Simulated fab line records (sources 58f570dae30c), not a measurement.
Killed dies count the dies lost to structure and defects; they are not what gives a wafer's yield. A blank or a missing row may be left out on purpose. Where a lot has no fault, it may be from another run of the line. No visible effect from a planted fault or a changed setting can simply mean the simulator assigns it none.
A struck lot beside a sound one | flow berkeleyCmos170 | 16 steps out of a route of 331
Sound: these wafers, L380.1, L380.4, L380.6. Wafers struck: L384.1, L384.3, L384.4. Last of all comes the cause.
Per side, at each step with rows, come the tool, then ch with its chambers, and then its first start. Under that, the readings that differ: sound wafers | struck wafers | difference of the means | sigmas: that difference in standard deviations of wafers without a fault.
alike: readings whose means differ by less than 2 such deviations, and words and numbers that are the same on both sides. not compared: withheld readings, readings that some wafer has no value for, bounds like >300 that may hide the same value, and numbers for which the record gives no deviation and whose values overlap.
Wherever a step has rows on one side only, a row that says differs or no value, or a row with sigmas, the two part there. Numbers that have no deviation but don't overlap get no sigmas and don't part them. Lack of a reading on every wafer of one side parts them only where that side has two or more wafers.

UCB170_ACTIVE_OVL_MEAS_14:
  sound on overlay-01 at day 5 01:52; struck on overlay-02 at day 6 02:34
reading         | sound      | struck | difference | sigmas
ACTIVE_OVL (nm) | -11 -9 -14 | -5 1 6 | +12        | +2
UCB170_ACTIVE_ETCH_15: etches Si3N4 in CH3F/Ar/O2, stops on SiO2, target depth 242 nm, time 151 s.
  sound on rieDiel-03 ch 0,1, day 5 01:54; struck on rieDiel-03 ch 2,3, day 6 02:36
reading                  | sound       | struck      | difference | sigmas
drypumpMotorCurrentA (A) | 4.9 4.8 4.9 | 6.0 6.0 6.0 | +1.1       | +2
  alike: chamberPressureMTorr, oesProductAu, throttleValvePct
  not compared: rfHoursCounterH
UCB170_ACTIVE_STRIP_16: strips in O2.
  sound on plasmaAsher-02 ch 0,1, day 5 02:00; struck on plasmaAsher-01 ch 0,1, day 6 02:42
  alike: chamberPressureMTorr, drypumpMotorCurrentA, oesProductAu, stripTimeToEndpointS
  not compared: rfHoursCounterH
UCB170_ACTIVE_CD_MEAS_90 targets a cd of 1200 nm.
  sound on cdSem-02 at day 5 02:06; struck on cdSem-02 at day 6 02:52
  alike: cdNm
then, 7 steps without rows for these wafers: UCB170_ACTIVE_CLEAN_17 (cleans in SPM, time 600 s); UCB170_PFIELD_HMDS_00 (prime time 60 s); UCB170_PFIELD_COAT_01 (resist thk 900 nm); UCB170_PFIELD_SOFTBAKE_02 (time 60 s); UCB170_PFIELD_EXPOSE_03 (exposes mask PFIELD, target cd 1500 nm); UCB170_PFIELD_PEB_04; UCB170_PFIELD_DEVELOP_05 (develop time 45 s).
UCB170_PFIELD_OVL_MEAS_06:
  sound on overlay-01 at day 5 04:00; struck on overlay-02 at day 6 04:20
  alike: PFIELD_OVL
UCB170_PFIELD_IMPLANT_07:
  sound on implanter-02 ch 0, day 5 04:02; struck on implanter-02 ch 0, day 6 04:23
reading                  | sound             | struck            | difference | sigmas
implantIonAmu            | 11 11 11          | 49 49 49          | +38        | 
model.implant.rpNm (nm)  | 267.8 267.8 267.8 | 57.44 57.44 57.44 | -210.36    | 
model.implant.drpNm (nm) | 74.86 74.86 74.86 | 26.26 26.26 26.26 | -48.60     | 
UCB170_PFIELD_STRIP_08: strips in O2.
  sound on plasmaAsher-04 ch 0,1, day 5 04:11; struck on plasmaAsher-02 ch 0,1, day 6 04:32
  alike: chamberPressureMTorr, drypumpMotorCurrentA, oesProductAu, stripTimeToEndpointS
  not compared: rfHoursCounterH
UCB170_PFIELD_TW_MEAS_09:
  sound on filmMetro-03 at day 5 04:17; struck on filmMetro-01 at day 6 05:01
reading   | sound       | struck         | difference | sigmas
PFIELD_TW | 595 599 595 | 1076 1076 1073 | +479       | +96
  not compared: hold
UCB170_M3_PROBE_99:
  the record holds rows for the sound wafers here (prober-01, day 9 04:47) but none for the struck ones

WHERE THEY PART
At UCB170_ACTIVE_OVL_MEAS_14 first; at UCB170_M3_PROBE_99 last (within this record only).

WHY: whatever the simulator had introduced
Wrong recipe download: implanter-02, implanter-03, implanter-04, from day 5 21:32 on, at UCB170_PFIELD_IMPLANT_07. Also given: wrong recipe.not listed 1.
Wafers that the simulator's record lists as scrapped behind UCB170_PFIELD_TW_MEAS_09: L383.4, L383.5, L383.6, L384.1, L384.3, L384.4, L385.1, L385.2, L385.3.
